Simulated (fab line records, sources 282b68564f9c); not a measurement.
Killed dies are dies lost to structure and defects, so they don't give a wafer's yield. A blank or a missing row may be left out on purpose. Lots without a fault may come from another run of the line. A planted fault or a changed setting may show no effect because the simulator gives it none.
Tool commonality check | flow rit_cmos | 14 lots, 42 wafers sampled

WHY IT WAS OPENED
At RIT_WELLDRIVE_RS_MEAS_01 the reading NWELL_RS is flagged on 2 of 14 lots. Wafers without a fault read 275.6 ohm/sq, standard deviation 0.67.
Rule: a lot is flagged when every wafer of it that has a number lies more than 4 standard deviations from that mean, or none has a number. The other lots count as sound.

lot  | measured    | on            | NWELL_RS (ohm/sq), wafer by wafer | flag
L407 | day 2 05:54 | film_metro-03 | 275.8 275.5 276.6                 |
L408 | day 2 12:05 | film_metro-04 | 275.0 275.2 274.8                 |
L410 | day 2 19:40 | film_metro-03 | 275.9 276.4 275.6                 |
L411 | day 3 01:22 | film_metro-02 | 275.5 274.9 274.5                 |
L414 | day 3 16:09 | film_metro-04 | 275.7 275.5 276.0                 |
L415 | day 3 21:47 | film_metro-04 | 276.2 275.6 276.1                 |
L416 | day 4 01:55 | film_metro-04 | 275.1 275.9 275.1                 |
L418 | day 4 14:56 | film_metro-02 | 279.1 278.4 278.8                 | FLAGGED
L420 | day 4 22:57 | film_metro-04 | 278.8 279.1 278.3                 | FLAGGED
L421 | day 5 04:03 | film_metro-02 | 275.5 274.8 275.5                 |
L423 | day 5 13:59 | film_metro-02 | 275.2 275.2 275.1                 |
L425 | day 6 02:51 | film_metro-04 | 276.2 276.5 276.6                 |
L426 | day 6 07:08 | film_metro-04 | 276.8 276.2 277.6                 |
L430 | day 7 01:41 | film_metro-04 | 276.4 276.1 274.9                 |
The numbers of the flagged lots are 278.8 ohm/sq on average: +3.1 ohm/sq against the usual, or +5 standard deviations.

WHICH TOOL RAN EACH LOT
The record holds 1 process step before the reading, out of a route of 202 steps. In each cell: the tool, then ch and the chambers that the sampled wafers went through, then the start.
lot  | flag    | RIT_NWELL_IMPLANT_08
L407 |         | implanter-02 ch 0, day 1 22:53
L408 |         | implanter-04 ch 0, day 2 03:41
L410 |         | implanter-01 ch 0, day 2 12:39
L411 |         | implanter-01 ch 0, day 2 18:14
L414 |         | implanter-04 ch 0, day 3 09:01
L415 |         | implanter-02 ch 0, day 3 14:32
L416 |         | implanter-01 ch 0, day 3 18:47
L418 | FLAGGED | implanter-04 ch 0, day 4 07:05
L420 | FLAGGED | implanter-04 ch 0, day 4 15:56
L421 |         | implanter-01 ch 0, day 4 20:30
L423 |         | implanter-01 ch 0, day 5 05:16
L425 |         | implanter-01 ch 0, day 5 18:10
L426 |         | implanter-01 ch 0, day 5 22:40
L430 |         | implanter-02 ch 0, day 6 18:04
What these steps do:
- RIT_NWELL_IMPLANT_08
- RIT_WELLDRIVE_RS_MEAS_01: measures by four-point-probe.

FLAGGED OVER TOTAL, TOOL BY TOOL (the gauges that took the reading come last)
step                     | tool          | lots run | flagged | share of the flagged lots | sound lots run after its first flagged lot
RIT_NWELL_IMPLANT_08     | implanter-01  | 7        | 0       | none                      | -
RIT_NWELL_IMPLANT_08     | implanter-02  | 3        | 0       | none                      | -
RIT_NWELL_IMPLANT_08     | implanter-04  | 4        | 2       | all                       | 0
RIT_WELLDRIVE_RS_MEAS_01 | film_metro-02 | 4        | 1       | some                      | 2 (L421,L423)
RIT_WELLDRIVE_RS_MEAS_01 | film_metro-03 | 2        | 0       | none                      | -
RIT_WELLDRIVE_RS_MEAS_01 | film_metro-04 | 8        | 1       | some                      | 3 (L425,L426,L430)

WHAT THE TABLE ALLOWS
1 row of the table ran every flagged lot: implanter-04 at RIT_NWELL_IMPLANT_08.
- implanter-04 at RIT_NWELL_IMPLANT_08: 2 of its 4 lots flagged. Its last sound lot is L414 (day 3 09:01), its first flagged lot L418 (day 4 07:05): a fault that began between those two fits. Its own readings lie more than 4 standard deviations out on every wafer of the flagged lots: dose_ions_cm2.
One tool is left: implanter-04 at RIT_NWELL_IMPLANT_08.

WHAT THE SIMULATOR HAD PUT IN
Process parameter drift: implanter-04, from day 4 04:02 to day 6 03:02, at RIT_NWELL_IMPLANT_08. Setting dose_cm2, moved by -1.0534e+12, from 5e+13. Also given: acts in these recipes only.
Lots struck among those shown: L418, L420. The rule above found the same.
